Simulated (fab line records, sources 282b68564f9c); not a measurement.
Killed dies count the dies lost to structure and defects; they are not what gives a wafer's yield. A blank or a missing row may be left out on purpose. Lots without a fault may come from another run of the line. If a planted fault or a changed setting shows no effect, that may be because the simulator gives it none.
A struck lot beside a sound one | flow ritCmos | 17 out of 202 route steps
Sound: wafers L924.3, L924.4, L924.6. Wafers L929.2, L929.5, L929.6 were the ones struck. The cause comes at the end.
At each step with rows: each side's tool, then ch and its chambers, then its first start. Under that, the readings that differ: sound wafers | struck wafers | difference of the means | sigmas: that difference in standard deviations of wafers without a fault.
alike: words and numbers the same on both sides, and readings whose means are apart by under 2 such deviations; not compared: readings that were withheld, readings missing a value for some wafer, numbers with overlapping values and no deviation given by the record, and bounds like >300 which may hide the same value.
The two part at a step that has a row with sigmas, a row that says differs or no value, or rows on one side only. Numbers that don't overlap but have no deviation are shown without sigmas and don't part them. A reading missing from all wafers of one side parts the sides only when that side holds two or more wafers.

RIT_NWELL_TW_MEAS_10:
  sound: filmMetro-04 at day 2 22:41; struck: filmMetro-02 at day 3 21:14
  alike: NWELL_TW
then, 6 steps without rows for these wafers: RIT_PWELL_HMDS_00 (prime time 60 s); RIT_PWELL_COAT_01 (resist thk 1300 nm); RIT_PWELL_SOFTBAKE_02 (time 60 s); RIT_PWELL_EXPOSE_03 (exposes mask M3, target cd 43700 nm); RIT_PWELL_PEB_04; RIT_PWELL_DEVELOP_05 (develop time 68 s).
RIT_PWELL_OVL_MEAS_06:
  sound: overlay-02 at day 2 23:37; struck: overlay-02 at day 3 22:19
  alike: PWELL_OVL
then, 2 steps without rows for these wafers: RIT_PWELL_HARDBAKE_07 (time 120 s); RIT_PWELL_IMPLANT_08.
RIT_PWELL_STRIP_09: strips in O2, time 180 s.
  sound on plasmaAsher-02 ch 0,1, day 3 00:06; struck on plasmaAsher-02 ch 0,1, day 3 22:54
  alike: drypumpMotorCurrentA
  not compared: rfHoursCounterH
RIT_PWELL_TW_MEAS_10:
  sound: filmMetro-01 at day 3 00:14; struck: filmMetro-02 at day 3 23:05
reading  | sound       | struck      | difference | sigmas
PWELL_TW | 937 939 946 | 958 956 955 | +16        | +2
RIT_WELLDRIVE_ANNEAL_00: time 14700 s.
  sound on furnace-04 ch 0, day 3 00:39; struck on furnace-04 ch 0, day 3 23:08
reading        | sound             | struck            | difference | sigmas
runLengthS (s) | 18270 18270 18270 | 12385 12385 12385 | -5885      | -99 or more
  alike: zonePowerSourcePct
RIT_WELLDRIVE_RS_MEAS_01: measures by four-point-probe.
  sound: filmMetro-04 at day 3 05:47; struck: filmMetro-04 at day 4 04:14
reading           | sound             | struck            | difference | sigmas
NWELL_RS (ohm/sq) | 274.7 275.5 275.2 | 301.0 301.9 301.3 | +26.3      | +33
RIT_WELLDRIVE_RS_MEAS_02: measures by four-point-probe.
  sound: filmMetro-04 at day 3 05:54; struck: filmMetro-04 at day 4 04:22
reading           | sound             | struck            | difference | sigmas
PWELL_RS (ohm/sq) | 432.1 432.1 431.5 | 456.5 456.7 455.7 | +24.4      | +19
then, 1 step without rows for these wafers: RIT_NRETRO_HMDS_00 (prime time 60 s).
RIT_M1_PROBE_99:
  the record has rows for the struck wafers here (prober-01, day 5 18:35) and none for the sound ones

## WHERE THEY PART
First at RIT_PWELL_TW_MEAS_10; last, within this record, at RIT_M1_PROBE_99.

WHY: what the simulator had put in
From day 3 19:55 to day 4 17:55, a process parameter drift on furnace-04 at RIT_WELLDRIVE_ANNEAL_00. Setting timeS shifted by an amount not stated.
